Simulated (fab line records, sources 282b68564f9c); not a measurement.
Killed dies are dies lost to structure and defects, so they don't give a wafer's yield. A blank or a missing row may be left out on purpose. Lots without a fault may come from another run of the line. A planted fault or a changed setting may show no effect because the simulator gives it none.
Which tool did it? | flow rit_cmos | 14 lots, 42 wafers sampled, at 8 steps of a route of 202

WHAT THE GAUGES READ, wafer by wafer
RIT_NLDD_OVL_MEAS_06. Usual: NLDD_OVL -0.5 nm, standard deviation 1.4.
lot  | measured    | on         | NLDD_OVL (nm)  | flag
L724 | day 2 17:37 | overlay-01 | -0.8 -0.9 -3.3 |
L727 | day 3 08:03 | overlay-01 | 0.1 -0.6 1.6   |
L728 | day 3 13:23 | overlay-01 | -0.5 -0.8 -2.0 |
L729 | day 3 23:34 | overlay-01 | -1.3 1.0 -1.7  |
L730 | day 4 00:44 | overlay-02 | 1.8 -0.1 -0.1  |
L732 | day 4 11:09 | overlay-01 | 0.1 -2.4 -1.8  |
L733 | day 4 13:37 | overlay-02 | 2.1 1.5 3.2    |
L734 | day 4 19:56 | overlay-01 | -0.8 0.7 0.4   |
L735 | day 5 01:00 | overlay-01 | 0.0 -1.6 0.0   |
L736 | day 5 06:54 | overlay-02 | -1.3 -1.5 -1.1 |
L737 | day 5 15:31 | overlay-01 | -1.8 -1.8 -0.8 |
L744 | day 7 01:19 | overlay-02 | -1.5 -1.6 0.7  |
L746 | day 7 07:59 | overlay-02 | 0.2 -1.1 0.6   |
L747 | day 7 15:28 | overlay-02 | -1.0 -1.9 -1.4 |

RIT_PSD_OVL_MEAS_06. Usual: PSD_OVL 0.4 nm, standard deviation 1.3.
lot  | measured    | on         | PSD_OVL (nm)   | flag
L724 | day 3 00:43 | overlay-02 | -0.5 -0.2 0.3  |
L727 | day 3 15:13 | overlay-02 | 3.1 2.9 2.0    |
L728 | day 3 20:31 | overlay-01 | -1.4 -2.6 -1.9 |
L729 | day 4 06:29 | overlay-01 | 0.9 0.7 2.7    |
L730 | day 4 07:44 | overlay-01 | -0.2 0.8 1.1   |
L732 | day 4 18:40 | overlay-02 | 0.7 -0.1 1.4   |
L733 | day 4 20:46 | overlay-02 | 0.0 0.4 0.0    |
L734 | day 5 05:15 | overlay-01 | 0.0 -0.8 -1.2  |
L735 | day 5 08:01 | overlay-01 | 0.0 0.4 1.2    |
L736 | day 5 14:07 | overlay-02 | 1.3 0.5 0.3    |
L737 | day 5 22:29 | overlay-01 | 0.0 -0.7 -0.3  |
L744 | day 7 08:20 | overlay-02 | 0.4 0.4 -1.8   |
L746 | day 7 14:50 | overlay-01 | 1.2 2.0 2.0    |
L747 | day 7 22:37 | overlay-01 | 0.6 0.4 1.3    |

RIT_SDANNEAL_RS_MEAS_04: measures by four-point-probe. Usual: PSD_RS 115.9 ohm/sq, standard deviation 0.31.
lot  | measured    | on            | PSD_RS (ohm/sq)   | flag
L724 | day 3 01:43 | film_metro-02 | 116.0 115.5 115.8 |
L727 | day 3 16:13 | film_metro-01 | 115.9 115.5 115.4 |
L728 | day 3 21:31 | film_metro-03 | 116.4 117.0 116.7 |
L729 | day 4 07:29 | film_metro-03 | 116.0 116.1 115.9 |
L730 | day 4 08:46 | film_metro-02 | 116.3 115.9 116.1 |
L732 | day 4 19:42 | film_metro-01 | 116.1 115.9 116.0 |
L733 | day 4 21:47 | film_metro-03 | 115.9 116.5 116.1 |
L734 | day 5 06:17 | film_metro-03 | 115.8 115.8 115.9 |
L735 | day 5 09:01 | film_metro-03 | 115.5 115.9 116.0 |
L736 | day 5 15:07 | film_metro-02 | 116.2 115.8 115.9 |
L737 | day 5 23:31 | film_metro-03 | 116.2 116.0 115.9 |
L744 | day 7 09:21 | film_metro-03 | 72.6 72.9 72.9    | OFF
L746 | day 7 15:53 | film_metro-01 | 72.6 72.9 72.9    | OFF
L747 | day 7 23:38 | film_metro-02 | 115.7 116.0 115.7 |

RIT_SDANNEAL_RS_MEAS_05: measures by four-point-probe. Usual: NSD_RS 84.5 ohm/sq, standard deviation 0.31.
lot  | measured    | on            | NSD_RS (ohm/sq) | flag
L724 | day 3 01:50 | film_metro-02 | 84.6 84.6 84.4  |
L727 | day 3 16:20 | film_metro-01 | 84.4 84.8 84.8  |
L728 | day 3 21:38 | film_metro-03 | 84.7 84.6 84.5  |
L729 | day 4 07:37 | film_metro-03 | 85.1 84.6 85.2  |
L730 | day 4 08:53 | film_metro-02 | 84.6 84.3 84.3  |
L732 | day 4 19:49 | film_metro-01 | 84.4 84.3 84.0  |
L733 | day 4 21:54 | film_metro-03 | 84.9 85.0 84.8  |
L734 | day 5 06:24 | film_metro-03 | 84.1 84.3 84.4  |
L735 | day 5 09:08 | film_metro-03 | 84.0 84.2 84.6  |
L736 | day 5 15:14 | film_metro-02 | 85.1 84.9 85.1  |
L737 | day 5 23:38 | film_metro-03 | 84.6 84.5 84.5  |
L744 | day 7 09:28 | film_metro-03 | 77.4 76.9 77.3  | OFF
L746 | day 7 16:01 | film_metro-01 | 77.9 77.9 77.8  | OFF
L747 | day 7 23:46 | film_metro-02 | 84.5 84.7 84.5  |

RIT_SDANNEAL_RS_MEAS_06: measures by four-point-probe. Usual: PLDD_RS 178.7 ohm/sq, standard deviation 0.5.
lot  | measured    | on            | PLDD_RS (ohm/sq)  | flag
L724 | day 3 01:58 | film_metro-02 | 177.8 177.9 178.1 |
L727 | day 3 16:28 | film_metro-01 | 178.7 178.4 178.7 |
L728 | day 3 21:45 | film_metro-03 | 179.4 179.5 179.6 |
L729 | day 4 07:44 | film_metro-03 | 178.2 178.9 178.5 |
L730 | day 4 09:00 | film_metro-02 | 179.1 178.5 178.7 |
L732 | day 4 19:56 | film_metro-01 | 178.6 178.5 179.0 |
L733 | day 4 22:01 | film_metro-03 | 179.8 179.1 179.8 |
L734 | day 5 06:31 | film_metro-03 | 178.7 179.2 178.7 |
L735 | day 5 09:16 | film_metro-03 | 178.8 179.0 178.7 |
L736 | day 5 15:21 | film_metro-02 | 178.7 178.0 178.2 |
L737 | day 5 23:45 | film_metro-03 | 179.4 179.2 178.8 |
L744 | day 7 09:35 | film_metro-03 | 141.2 141.7 141.9 | OFF
L746 | day 7 16:08 | film_metro-01 | 141.2 141.7 141.1 | OFF
L747 | day 7 23:53 | film_metro-02 | 178.7 178.6 178.9 |

RIT_SDANNEAL_RS_MEAS_07: measures by four-point-probe. Usual: NLDD_RS 149.8 ohm/sq, standard deviation 0.54.
lot  | measured    | on            | NLDD_RS (ohm/sq)  | flag
L724 | day 3 02:05 | film_metro-02 | 149.4 148.5 149.2 |
L727 | day 3 16:35 | film_metro-01 | 149.1 149.3 150.1 |
L728 | day 3 21:52 | film_metro-03 | 149.6 149.9 149.8 |
L729 | day 4 07:51 | film_metro-03 | 150.2 149.6 149.1 |
L730 | day 4 09:07 | film_metro-02 | 149.5 149.3 149.8 |
L732 | day 4 20:04 | film_metro-01 | 149.5 150.0 150.6 |
L733 | day 4 22:08 | film_metro-03 | 150.6 150.4 150.0 |
L734 | day 5 06:38 | film_metro-03 | 149.0 150.4 150.3 |
L735 | day 5 09:23 | film_metro-03 | 149.4 149.6 148.7 |
L736 | day 5 15:28 | film_metro-02 | 149.1 150.4 149.7 |
L737 | day 5 23:52 | film_metro-03 | 149.3 150.0 150.1 |
L744 | day 7 09:43 | film_metro-03 | 142.4 143.2 142.6 | OFF
L746 | day 7 16:15 | film_metro-01 | 140.9 140.6 140.7 | OFF
L747 | day 8 00:00 | film_metro-02 | 150.3 149.9 150.3 |

WHICH TOOL RAN EACH LOT (tool, then ch and the chambers of the sampled wafers, then the start)
lot  | RIT_GATE_STRIP_20                   | RIT_SDANNEAL_RTA_03
L724 | plasma_asher-01 ch 0,1, day 2 13:00 | rtp_anneal-02 ch 0, day 3 01:39
L727 | plasma_asher-04 ch 0,1, day 3 03:56 | rtp_anneal-01 ch 0, day 3 16:10
L728 | plasma_asher-04 ch 0,1, day 3 09:08 | rtp_anneal-02 ch 0, day 3 21:27
L729 | plasma_asher-01 ch 0,1, day 3 18:33 | rtp_anneal-01 ch 0, day 4 07:26
L730 | plasma_asher-01 ch 0,1, day 3 20:00 | rtp_anneal-02 ch 0, day 4 08:42
L732 | plasma_asher-01 ch 0,1, day 4 06:52 | rtp_anneal-02 ch 0, day 4 19:38
L733 | plasma_asher-02 ch 0,1, day 4 09:27 | rtp_anneal-01 ch 0, day 4 21:43
L734 | plasma_asher-04 ch 0,1, day 4 15:46 | rtp_anneal-02 ch 0, day 5 06:13
L735 | plasma_asher-02 ch 0,1, day 4 20:34 | rtp_anneal-01 ch 0, day 5 08:57
L736 | plasma_asher-01 ch 0,1, day 5 01:14 | rtp_anneal-02 ch 0, day 5 15:03
L737 | plasma_asher-04 ch 0,1, day 5 11:16 | rtp_anneal-01 ch 0, day 5 23:27
L744 | plasma_asher-01 ch 0,1, day 6 21:14 | rtp_anneal-02 ch 0, day 7 09:16
L746 | plasma_asher-01 ch 0,1, day 7 03:40 | rtp_anneal-02 ch 0, day 7 15:50
L747 | plasma_asher-04 ch 0,1, day 7 10:37 | rtp_anneal-01 ch 0, day 7 23:35
- RIT_GATE_STRIP_20: strips in O2, time 180 s.
- RIT_SDANNEAL_RTA_03: time 5 s.

WHAT THE TOOLS THEMSELVES READ (means of the sampled wafers that have a number; where no wafer has one, the mark that the record gives instead)
RIT_GATE_STRIP_20. Usual: drypump_motor_current_A 6.01 A, standard deviation 0.26.
lot  | tool            | drypump_motor_current_A (A) | flag
L724 | plasma_asher-01 | 5.93                        |
L727 | plasma_asher-04 | 6.04                        |
L728 | plasma_asher-04 | 6.04                        |
L729 | plasma_asher-01 | 5.93                        |
L730 | plasma_asher-01 | 6.11                        |
L732 | plasma_asher-01 | 5.90                        |
L733 | plasma_asher-02 | 5.85                        |
L734 | plasma_asher-04 | 6.04                        |
L735 | plasma_asher-02 | 5.82                        |
L736 | plasma_asher-01 | 5.92                        |
L737 | plasma_asher-04 | 6.19                        |
L744 | plasma_asher-01 | 6.12                        |
L746 | plasma_asher-01 | 5.92                        |
L747 | plasma_asher-04 | 6.20                        |

RIT_SDANNEAL_RTA_03. Usual: wafer_temp_C_max 1053.4, standard deviation 1.3.
lot  | tool          | wafer_temp_C_max | flag
L724 | rtp_anneal-02 | 1053.1           |
L727 | rtp_anneal-01 | 1052.3           |
L728 | rtp_anneal-02 | 1053.1           |
L729 | rtp_anneal-01 | 1052.6           |
L730 | rtp_anneal-02 | 1053.4           |
L732 | rtp_anneal-02 | 1052.6           |
L733 | rtp_anneal-01 | 1053.1           |
L734 | rtp_anneal-02 | 1053.6           |
L735 | rtp_anneal-01 | 1053.8           |
L736 | rtp_anneal-02 | 1053.2           |
L737 | rtp_anneal-01 | 1052.8           |
L744 | rtp_anneal-02 | 1052.7           |
L746 | rtp_anneal-02 | 1054.5           |
L747 | rtp_anneal-01 | 1053.4           |

THE ANSWER, worked out from the rows above alone
Rule: a lot is off if the mean of its wafers that have a number lies more than 3 standard deviations from the usual mean. A lot without any number at a reading at which 4 lots or more have one is off too. The other lots that the step has rows for count as sound. The gauges are gone through in route order, then the tools' own readings, and for those a lot's mean is taken as printed above. The first step at which some lot is off is used, and at that step the reading that is off furthest; a lot without a number counts as furthest.
Off: L744, L746, at RIT_SDANNEAL_RS_MEAS_04 (PSD_RS).
A tool fits if, at a process step before that reading, it ran every lot that is off, and no sound lot after the first of them. The gauges at RIT_SDANNEAL_RS_MEAS_04 are tried like those tools. Can't be told from this: 2 tools fit, plasma_asher-01 at RIT_GATE_STRIP_20, rtp_anneal-02 at RIT_SDANNEAL_RTA_03.

WHAT THE SIMULATOR HAD PUT IN
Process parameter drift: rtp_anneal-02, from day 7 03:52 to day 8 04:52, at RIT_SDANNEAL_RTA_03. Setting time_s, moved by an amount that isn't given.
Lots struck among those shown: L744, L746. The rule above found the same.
